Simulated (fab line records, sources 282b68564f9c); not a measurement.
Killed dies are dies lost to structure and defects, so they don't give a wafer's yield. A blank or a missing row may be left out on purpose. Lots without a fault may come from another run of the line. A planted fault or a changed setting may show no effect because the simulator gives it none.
Which tool did it? | flow rit_cmos | 14 lots, 42 wafers sampled, at 2 steps of a route of 202

WHAT THE GAUGES READ, wafer by wafer
RIT_WELLDRIVE_RS_MEAS_01: measures by four-point-probe.
lot  | measured    | on            | NWELL_RS (ohm/sq)
L318 | day 2 12:38 | film_metro-04 | 275.0 275.9 275.4
L319 | day 2 15:34 | film_metro-03 | 277.0 276.2 276.4
L320 | day 2 20:34 | film_metro-03 | 275.8 276.8 276.1
L322 | day 3 06:43 | film_metro-01 | 274.5 274.1 274.0
L323 | day 3 11:47 | film_metro-04 | 274.9 273.7 273.8
L331 | day 5 03:48 | film_metro-04 | 275.8 276.2 277.4
L333 | day 5 14:01 | film_metro-03 | 275.3 275.8 275.5
L334 | day 5 19:30 | film_metro-03 | 276.1 276.0 276.6
L335 | day 6 02:10 | film_metro-03 | 275.3 275.6 274.7
L336 | day 6 13:14 | film_metro-03 | 274.7 274.9 274.7
L337 | day 6 16:37 | film_metro-01 | 275.2 274.7 274.7
L338 | day 6 18:28 | film_metro-01 | 274.8 275.2 275.7
L339 | day 6 20:50 | film_metro-03 | 277.6 275.5 276.2
L340 | day 7 03:13 | film_metro-01 | 274.1 274.7 274.2

RIT_GATE_OVL_MEAS_17.
lot  | measured    | on         | GATE_OVL (nm)
L318 | day 2 21:29 | overlay-02 | -0.4 -1.1 -0.4
L319 | day 3 04:52 | overlay-02 | -2.2 -2.2 -1.8
L320 | day 3 05:38 | overlay-01 | 0.2 0.2 1.4
L322 | day 3 14:54 | overlay-01 | -1.3 1.3 1.3
L323 | day 3 20:16 | overlay-02 | -0.5 -1.3 -1.1
L331 | day 5 16:01 | overlay-02 | -1.3 -1.1 -2.2
L333 | day 6 07:07 | overlay-01 | -2.3 -2.5 -2.4
L334 | day 6 07:22 | overlay-01 | -0.3 0.5 -3.2
L335 | day 6 11:49 | overlay-02 | -1.2 -1.6 -1.4
L336 | day 7 00:24 | overlay-02 | 0.8 2.0 1.3
L337 | day 7 00:53 | overlay-01 | -2.7 -2.3 -0.8
L338 | day 7 02:30 | overlay-01 | -0.6 -1.3 -2.8
L339 | day 7 08:46 | overlay-02 | -0.5 -0.5 0.3
L340 | day 7 15:07 | overlay-02 | -2.7 -0.1 -1.2

WHICH TOOL RAN EACH LOT (tool, then ch and the chambers of the sampled wafers, then the start)
The record holds no process step before these readings.

WHAT THE TOOLS THEMSELVES READ (means of the sampled wafers that have a number; where no wafer has one, the mark that the record gives instead)
The record holds no such reading with a usual standard deviation.

THE ANSWER, worked out from the rows above alone
Rule: what is usual is taken from the lots themselves. Put in order of their means at a reading, lots are off if they are a third of the lots or fewer, leave a main group of 4 or more, and stand apart from it by a gap of 3 or more times the standard deviation of the main group's means; of several such gaps the widest counts. A main group whose means are all the same, to the digits that the tables above print for the reading, isn't used. A lot without any number at a reading at which 4 lots or more have one is off too. The other lots that the step has rows for count as sound. The gauges are gone through in route order, then the tools' own readings, and for those a lot's mean is taken as printed above. The first step at which some lot is off is used, and at that step the reading that is off furthest; a lot without a number counts as furthest.
No lot is off at any reading shown: from this, nothing can be told.

WHAT THE SIMULATOR HAD PUT IN
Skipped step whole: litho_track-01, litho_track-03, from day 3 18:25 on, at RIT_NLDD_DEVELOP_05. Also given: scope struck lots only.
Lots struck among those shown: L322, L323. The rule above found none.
